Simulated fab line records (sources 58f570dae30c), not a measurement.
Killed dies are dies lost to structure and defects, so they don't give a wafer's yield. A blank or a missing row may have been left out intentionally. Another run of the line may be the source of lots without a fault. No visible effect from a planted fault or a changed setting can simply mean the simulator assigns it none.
Which of the tools did it? + flow berkeley_cmos170 + 7 lots with 21 wafers sampled at 2 steps, on a route of 331 steps

== WHAT EACH GAUGE READ, for each wafer ==
UCB170_FIELD_THK_MEAS_02.
| lot  | measured     | on            | FIELD_OXIDE_THK (nm) |
|------|--------------|---------------|----------------------|
| L983 | day 5 22:20  | film_metro-02 | 558 563 558          |
| L981 | day 5 22:20  | film_metro-03 | 572 568 570          |
| L986 | day 6 12:26  | film_metro-03 | 571 576 580          |
| L993 | day 8 21:28  | film_metro-03 | 559 561 560          |
| L996 | day 9 03:59  | film_metro-03 | 554 553 562          |
| L999 | day 9 12:47  | film_metro-01 | 544 547 553          |
| L102 | day 10 13:29 | film_metro-01 | 560 578 565          |

== TOOL THAT RAN EACH LOT (tool first, then ch and the chambers of the sampled wafers, then the start) ==
| lot  | UCB170_FIELD_OXIDATION_01     |
|------|-------------------------------|
| L983 | furnace-01 ch 0, day 5 19:20  |
| L981 | furnace-01 ch 0, day 5 19:20  |
| L986 | furnace-01 ch 0, day 6 09:25  |
| L993 | furnace-02 ch 0, day 8 18:25  |
| L996 | furnace-04 ch 0, day 9 00:59  |
| L999 | furnace-02 ch 0, day 9 09:46  |
| L102 | furnace-01 ch 0, day 10 10:29 |
- UCB170_FIELD_OXIDATION_01: target thk 558.3 nm, ox time 7200 s.

== THE ANSWER, worked out from the rows above alone ==
Rule: what is usual is taken from the lots themselves. The widest of any qualifying gaps counts: lots, ordered by their means at a reading, are off when they make up no more than a third of the lots, leave a main group of 4 or more, and stand apart from it by 3 or more times the standard deviation of that group's means. Not used: any main group whose means are identical at the precision the tables above print for the reading. A lot without any number at a reading at which 4 lots or more have one is off too. The other lots that the step has rows for count as sound.
No lot is off on any of the readings shown, so nothing can be concluded from this.

== WHAT THE SIMULATOR HAD PUT IN ==
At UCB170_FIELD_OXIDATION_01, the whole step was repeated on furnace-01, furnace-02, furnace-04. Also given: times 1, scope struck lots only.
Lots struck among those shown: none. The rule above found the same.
